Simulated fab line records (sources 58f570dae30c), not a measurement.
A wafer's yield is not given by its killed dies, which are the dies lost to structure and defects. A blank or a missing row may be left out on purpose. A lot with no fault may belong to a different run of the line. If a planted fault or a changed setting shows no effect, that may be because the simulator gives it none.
What tool caused it? | flow berkeley-cmos170 | 7 lots, 21 wafers sampled, at 2 steps of a route of 331

== WHAT THE GAUGES SHOWED, per wafer ==
UCB170_PLDD_OVL_MEAS_07.
lot  | measured     | on         | PLDD_OVL (nm)
L230 | day 7 15:22  | overlay-02 | -1 15 2
L232 | day 8 04:02  | overlay-02 | -2 -9 -16
L237 | day 8 20:47  | overlay-01 | -7 0 -8
L239 | day 9 03:07  | overlay-02 | -1 -11 -7
L241 | day 10 00:07 | overlay-01 | -7 -6 -2
L247 | day 11 00:52 | overlay-02 | -1 -11 2
L253 | day 11 21:28 | overlay-02 | 2 -7 6

== EACH LOT AND THE TOOL THAT RAN IT (in order: tool; ch and the chambers of the sampled wafers; start) ==
lot  | UCB170_GATE_ETCH_15
L230 | rie-si-01 ch 1,2,3, day 7 13:20
L232 | rie-si-02 ch 2,3, day 8 02:20
L237 | rie-si-02 ch 0,2,3, day 8 17:48
L239 | rie-si-02 ch 1,2,3, day 9 01:08
L241 | rie-si-02 ch 0,2,3, day 9 22:22
L247 | rie-si-01 ch 1,2, day 10 23:04
L253 | rie-si-01 ch 0,2,3, day 11 19:14
- UCB170_GATE_ETCH_15: etches poly-Si in HBr/Cl2, stops on SiO2, time 56.3 s, target depth 278.2 nm.

== THE ANSWER, worked out from the rows above alone ==
Rule: what is usual is taken from the lots themselves. The widest of any qualifying gaps counts: lots, ordered by their means at a reading, are off when they make up no more than a third of the lots, leave a main group of 4 or more, and stand apart from it by 3 or more times the standard deviation of that group's means. Not used: any main group whose means are identical at the precision the tables above print for the reading. Also off: a lot with no number at a reading for which 4 or more lots have one. The other lots that the step has rows for count as sound.
Nothing can be told from this: no lot is off at any reading shown.

== WHAT THE SIMULATOR PUT IN ==
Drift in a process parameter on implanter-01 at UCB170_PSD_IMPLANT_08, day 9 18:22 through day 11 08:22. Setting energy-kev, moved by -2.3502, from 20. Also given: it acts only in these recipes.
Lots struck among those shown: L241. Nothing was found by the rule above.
